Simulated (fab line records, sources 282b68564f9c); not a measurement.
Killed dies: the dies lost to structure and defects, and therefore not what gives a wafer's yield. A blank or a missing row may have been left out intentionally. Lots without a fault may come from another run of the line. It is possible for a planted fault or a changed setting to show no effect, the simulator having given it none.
Comparing a struck lot with a sound one || flow rit cmos || 14 steps out of a route of 202
Sound: wafers L390.1, L390.3, L390.5. Struck: wafers L406.1, L406.2, L406.6. The cause is named last.
For every step that has rows: the tool of each side, followed by ch and its chambers, followed by its first start. Under that, the readings that differ: sound wafers || struck wafers || difference of the means || sigmas: that difference in standard deviations of wafers without a fault.
alike: a reading whose means differ by less than 2 such deviations, as well as words and numbers matching on both sides. not compared: withheld readings; readings where some wafer has no value; bounds like >300 that might hide an equal value; numbers whose values overlap and for which the record gives no deviation.
A row with sigmas, a row that says differs or no value, or rows on one side alone: a step with any of these is where the two part. Numbers that have no deviation but don't overlap get no sigmas and don't part them. Lack of a reading on every wafer of one side parts them only where that side has two or more wafers.

first, 2 steps without rows for these wafers: RIT_PWELL_HARDBAKE_07 (time 120 s); RIT_PWELL_IMPLANT_08.
RIT_PWELL_STRIP_09: strips in O2, time 180 s.
  sound on plasma asher-02 ch 0,1, day 3 05:48; struck on plasma asher-04 ch 0,1, day 6 13:10
  alike: drypump motor current A
  not compared: rf hours counter h
RIT_PWELL_TW_MEAS_10:
  sound on film metro-02, day 3 05:59; struck on film metro-03, day 6 13:20
  alike: PWELL_TW
then, 1 step without rows for these wafers: RIT_WELLDRIVE_ANNEAL_00 (time 14700 s).
RIT_WELLDRIVE_RS_MEAS_01: the measuring method here is four-point-probe.
  sound on film metro-02, day 3 11:07; struck on film metro-02, day 6 18:29
  alike: NWELL_RS
RIT_WELLDRIVE_RS_MEAS_02: the measuring method here is four-point-probe.
  sound on film metro-02, day 3 11:14; struck on film metro-02, day 6 18:37
  alike: PWELL_RS
then, 5 steps without rows for these wafers: RIT_NRETRO_HMDS_00 (prime time 60 s); RIT_NRETRO_COAT_01 (resist thk 1300 nm); RIT_NRETRO_SOFTBAKE_02 (time 60 s); RIT_NRETRO_EXPOSE_03 (exposes mask M4, target cd 43900 nm); RIT_NRETRO_PEB_04.
RIT_NRETRO_DEVELOP_05: develop time 68 s.
  sound on litho track-03 ch 0, day 3 12:00; struck on litho track-03, day 6 19:00
  no value came back on the struck wafers for chill plate temp C (C), develop time s (s); on the sound wafers chill plate temp C (C) reads 23.07 23.07 23.11
RIT_NRETRO_OVL_MEAS_06:
  sound on overlay-01, day 3 12:22; struck on overlay-02, day 6 19:44
{"reading": "NRETRO_OVL (nm)", "sound": "-1.5 -3.2 -0.7", "struck": "- - -", "difference": "no value on the struck wafers", "sigmas": ""}

## WHERE THEY PART
At RIT_NRETRO_DEVELOP_05 first; at RIT_NRETRO_OVL_MEAS_06 last (within this record only).

WHY: what the simulator had put in
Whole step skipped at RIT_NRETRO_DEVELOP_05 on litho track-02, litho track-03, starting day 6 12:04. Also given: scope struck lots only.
